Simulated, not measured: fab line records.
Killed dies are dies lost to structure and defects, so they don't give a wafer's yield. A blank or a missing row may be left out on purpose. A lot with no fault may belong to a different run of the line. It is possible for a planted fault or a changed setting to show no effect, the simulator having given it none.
Which tool did it? | flow berkeley_cmos170 | 14 lots, 42 wafers sampled, at 6 steps of a route of 331

## WHAT THE GAUGES SHOWED, per wafer
UCB170_NSD_OVL_MEAS_07. Usual: NSD_OVL typically reads 2 nm, with standard deviation 6.1.
lot  | measured     | on         | NSD_OVL (nm) | flag
L718 | day 7 02:56  | overlay-01 | 4 6 7        |
L719 | day 7 10:37  | overlay-02 | 10 12 5      |
L720 | day 7 10:07  | overlay-01 | -3 3 4       |
L721 | day 8 00:00  | overlay-02 | 7 5 -4       |
L722 | day 8 00:08  | overlay-01 | -3 -8 -2     |
L723 | day 8 11:28  | overlay-01 | 5 0 3        |
L724 | day 8 11:01  | overlay-01 | -1 -1 6      |
L725 | day 8 15:54  | overlay-01 | 7 4 9        |
L726 | day 9 02:35  | overlay-02 | 5 2 5        |
L734 | day 10 22:38 | overlay-01 | 7 4 8        |
L736 | day 10 22:55 | overlay-02 | -4 -3 -8     |
L738 | day 11 09:05 | overlay-02 | -4 4 0       |
L739 | day 11 08:12 | overlay-01 | 2 9 9        |
L740 | day 11 14:41 | overlay-01 | 9 8 14       |

UCB170_SDANNEAL_RS_MEAS_02: a four-point-probe measurement. Usual: PSD_RS typically reads 75.47 ohm/sq, with standard deviation 0.26.
lot  | measured     | on            | PSD_RS (ohm/sq)   | flag
L718 | day 7 04:21  | film_metro-02 | 75.40 75.24 75.25 |
L719 | day 7 12:13  | film_metro-01 | 75.45 76.19 75.77 |
L720 | day 7 11:31  | film_metro-03 | 75.42 75.72 75.63 |
L721 | day 8 01:29  | film_metro-03 | 75.23 75.34 75.49 |
L722 | day 8 01:49  | film_metro-01 | 75.65 75.35 75.36 |
L723 | day 8 12:52  | film_metro-01 | 75.42 75.46 75.55 |
L724 | day 8 12:27  | film_metro-03 | 75.53 75.46 75.41 |
L725 | day 8 17:23  | film_metro-02 | 65.63 65.22 65.42 | OFF
L726 | day 9 04:41  | film_metro-02 | 65.19 65.00 65.04 | OFF
L734 | day 11 00:19 | film_metro-02 | 75.03 75.45 75.23 |
L736 | day 11 00:26 | film_metro-03 | 75.73 75.53 75.29 |
L738 | day 11 10:31 | film_metro-01 | 74.95 75.06 75.17 |
L739 | day 11 09:57 | film_metro-03 | 75.67 75.72 76.09 |
L740 | day 11 16:07 | film_metro-03 | 75.23 75.22 75.29 |

UCB170_SDANNEAL_RS_MEAS_03: a four-point-probe measurement. Usual: NSD_RS typically reads 37.27 ohm/sq, with standard deviation 0.085.
lot  | measured     | on            | NSD_RS (ohm/sq)   | flag
L718 | day 7 04:28  | film_metro-02 | 37.20 37.26 37.16 |
L719 | day 7 12:20  | film_metro-01 | 37.29 37.22 37.22 |
L720 | day 7 11:38  | film_metro-03 | 37.34 37.31 37.32 |
L721 | day 8 01:37  | film_metro-03 | 37.40 37.39 37.31 |
L722 | day 8 01:56  | film_metro-01 | 37.31 37.27 37.22 |
L723 | day 8 12:59  | film_metro-01 | 37.25 37.27 37.26 |
L724 | day 8 12:34  | film_metro-03 | 37.16 37.19 37.23 |
L725 | day 8 17:31  | film_metro-02 | 35.72 35.68 35.66 | OFF
L726 | day 9 04:48  | film_metro-02 | 35.68 35.66 35.65 | OFF
L734 | day 11 00:26 | film_metro-02 | 37.22 37.14 37.18 |
L736 | day 11 00:33 | film_metro-03 | 37.41 37.48 37.38 |
L738 | day 11 10:38 | film_metro-01 | 37.26 37.17 37.27 |
L739 | day 11 10:04 | film_metro-03 | 37.35 37.12 37.33 |
L740 | day 11 16:14 | film_metro-03 | 37.17 37.21 37.23 |

UCB170_SDANNEAL_RS_MEAS_04: a four-point-probe measurement. Usual: PLDD_RS typically reads 1032 ohm/sq, with standard deviation 3.1.
lot  | measured     | on            | PLDD_RS (ohm/sq) | flag
L718 | day 7 04:35  | film_metro-02 | 1028 1028 1030   |
L719 | day 7 12:28  | film_metro-01 | 1035 1038 1039   |
L720 | day 7 11:46  | film_metro-03 | 1029 1029 1027   |
L721 | day 8 01:44  | film_metro-03 | 1035 1034 1033   |
L722 | day 8 02:04  | film_metro-01 | 1029 1030 1031   |
L723 | day 8 13:06  | film_metro-01 | 1032 1033 1032   |
L724 | day 8 12:41  | film_metro-03 | 1036 1036 1034   |
L725 | day 8 17:38  | film_metro-02 | 1012 1009 1008   | OFF
L726 | day 9 04:55  | film_metro-02 | 1006 1010 1007   | OFF
L734 | day 11 00:33 | film_metro-02 | 1031 1032 1027   |
L736 | day 11 00:40 | film_metro-03 | 1033 1034 1035   |
L738 | day 11 10:45 | film_metro-01 | 1034 1034 1035   |
L739 | day 11 10:11 | film_metro-03 | 1032 1030 1028   |
L740 | day 11 16:22 | film_metro-03 | 1029 1028 1031   |

## WHAT TOOL EACH LOT RAN ON (gives the tool, then ch and the chambers of the sampled wafers, and finally the start)
lot  | UCB170_SPACER_ETCHBACK_03          | UCB170_SDANNEAL_RTA_01
L718 | rie_diel-02 ch 0,3, day 6 23:41    | rtp_anneal-02 ch 0, day 7 04:17
L719 | rie_diel-03 ch 1,2,3, day 7 07:10  | rtp_anneal-02 ch 0, day 7 12:09
L720 | rie_diel-02 ch 0,3, day 7 07:10    | rtp_anneal-01 ch 0, day 7 11:28
L721 | rie_diel-03 ch 2,3, day 7 19:41    | rtp_anneal-01 ch 0, day 8 01:25
L722 | rie_diel-02 ch 1,3, day 7 19:41    | rtp_anneal-02 ch 0, day 8 01:45
L723 | rie_diel-03 ch 0,1,2, day 8 07:17  | rtp_anneal-02 ch 0, day 8 12:48
L724 | rie_diel-02 ch 0,2,3, day 8 07:17  | rtp_anneal-01 ch 0, day 8 12:22
L725 | rie_diel-02 ch 0,1,3, day 8 13:08  | rtp_anneal-02 ch 0, day 8 17:20
L726 | rie_diel-03 ch 0,3, day 8 22:58    | rtp_anneal-02 ch 0, day 9 04:36
L734 | rie_diel-01 ch 1,3, day 10 18:48   | rtp_anneal-01 ch 0, day 11 00:15
L736 | rie_diel-02 ch 0,1, day 10 18:48   | rtp_anneal-01 ch 0, day 11 00:22
L738 | rie_diel-01 ch 0,3, day 11 04:40   | rtp_anneal-01 ch 0, day 11 10:27
L739 | rie_diel-03 ch 0,2,3, day 11 04:40 | rtp_anneal-01 ch 0, day 11 09:53
L740 | rie_diel-01 ch 0,3, day 11 11:32   | rtp_anneal-02 ch 0, day 11 16:04
- UCB170_SPACER_ETCHBACK_03: etches SiO2 in CHF3/CF4/Ar, stops on Si, target depth 376 nm, time 100 s.
- UCB170_SDANNEAL_RTA_01: time 5 s.

## WHAT THE TOOLS THEMSELVES READ (means of the sampled wafers that have a number; where no wafer has one, the mark that the record gives instead)
UCB170_SPACER_ETCHBACK_03. Usual: drypump_motor_current_A 5.5 A, standard deviation 0.34; oes_product_au 0.903 a.u., standard deviation 0.017; throttle_valve_pct 6.44 %, standard deviation 0.11.
lot  | tool        | drypump_motor_current_A (A) | oes_product_au (a.u.) | throttle_valve_pct (%) | flag
L718 | rie_diel-02 | 5.2                         | 0.903                 | 6.36                   |
L719 | rie_diel-03 | 5.6                         | 0.913                 | 6.57                   |
L720 | rie_diel-02 | 5.2                         | 0.901                 | 6.35                   |
L721 | rie_diel-03 | 5.3                         | 0.910                 | 6.60                   |
L722 | rie_diel-02 | 5.5                         | 0.882                 | 6.40                   |
L723 | rie_diel-03 | 5.7                         | 0.896                 | 6.50                   |
L724 | rie_diel-02 | 5.5                         | 0.901                 | 6.40                   |
L725 | rie_diel-02 | 5.3                         | 0.899                 | 6.39                   |
L726 | rie_diel-03 | 5.2                         | 0.928                 | 6.47                   |
L734 | rie_diel-01 | 5.3                         | 0.892                 | 6.37                   |
L736 | rie_diel-02 | 5.3                         | 0.901                 | 6.40                   |
L738 | rie_diel-01 | 5.7                         | 0.895                 | 6.32                   |
L739 | rie_diel-03 | 5.3                         | 0.919                 | 6.50                   |
L740 | rie_diel-01 | 5.7                         | 0.898                 | 6.32                   |

UCB170_SDANNEAL_RTA_01. Usual: lamp_power_pct 40.9 %, standard deviation 0.78; wafer_temp_C_max 1055.7, standard deviation 1.2.
lot  | tool          | lamp_power_pct (%) | wafer_temp_C_max | flag
L718 | rtp_anneal-02 | 40.2               | 1056.3           |
L719 | rtp_anneal-02 | 40.3               | 1057.1           |
L720 | rtp_anneal-01 | 41.8               | 1055.4           |
L721 | rtp_anneal-01 | 41.8               | 1056.0           |
L722 | rtp_anneal-02 | 40.2               | 1055.8           |
L723 | rtp_anneal-02 | 40.2               | 1057.3           |
L724 | rtp_anneal-01 | 41.8               | 1056.2           |
L725 | rtp_anneal-02 | 42.9               | 1082.5           | OFF
L726 | rtp_anneal-02 | 42.9               | 1080.7           | OFF
L734 | rtp_anneal-01 | 41.8               | 1055.0           |
L736 | rtp_anneal-01 | 41.8               | 1055.3           |
L738 | rtp_anneal-01 | 41.8               | 1055.5           |
L739 | rtp_anneal-01 | 41.8               | 1055.3           |
L740 | rtp_anneal-02 | 40.2               | 1055.8           |

## THE ANSWER, worked out from the rows above alone
Rule: a lot is off if the mean of its wafers that have a number lies more than 3 standard deviations from the usual mean. Also off: a lot with no number at a reading for which 4 or more lots have one. Where the step has rows for the other lots, those lots are counted as sound. The gauges are gone through in route order, then the tools' own readings, and for those a lot's mean is taken as printed above. At the first step where some lot is off, the reading lying furthest off is the one used; lots without a number count as furthest.
Off: at UCB170_SDANNEAL_RS_MEAS_02 (PSD_RS), L725, L726.
A tool fits if, at a process step before that reading, it ran every lot that is off, and no sound lot after the first of them. The gauges at UCB170_SDANNEAL_RS_MEAS_02 aren't tried: what is off there is off at UCB170_SDANNEAL_RTA_01 too, on other tools, and a gauge's error can't cause that. Of those tried, none fits.

## WHAT THE SIMULATOR HAD PUT IN
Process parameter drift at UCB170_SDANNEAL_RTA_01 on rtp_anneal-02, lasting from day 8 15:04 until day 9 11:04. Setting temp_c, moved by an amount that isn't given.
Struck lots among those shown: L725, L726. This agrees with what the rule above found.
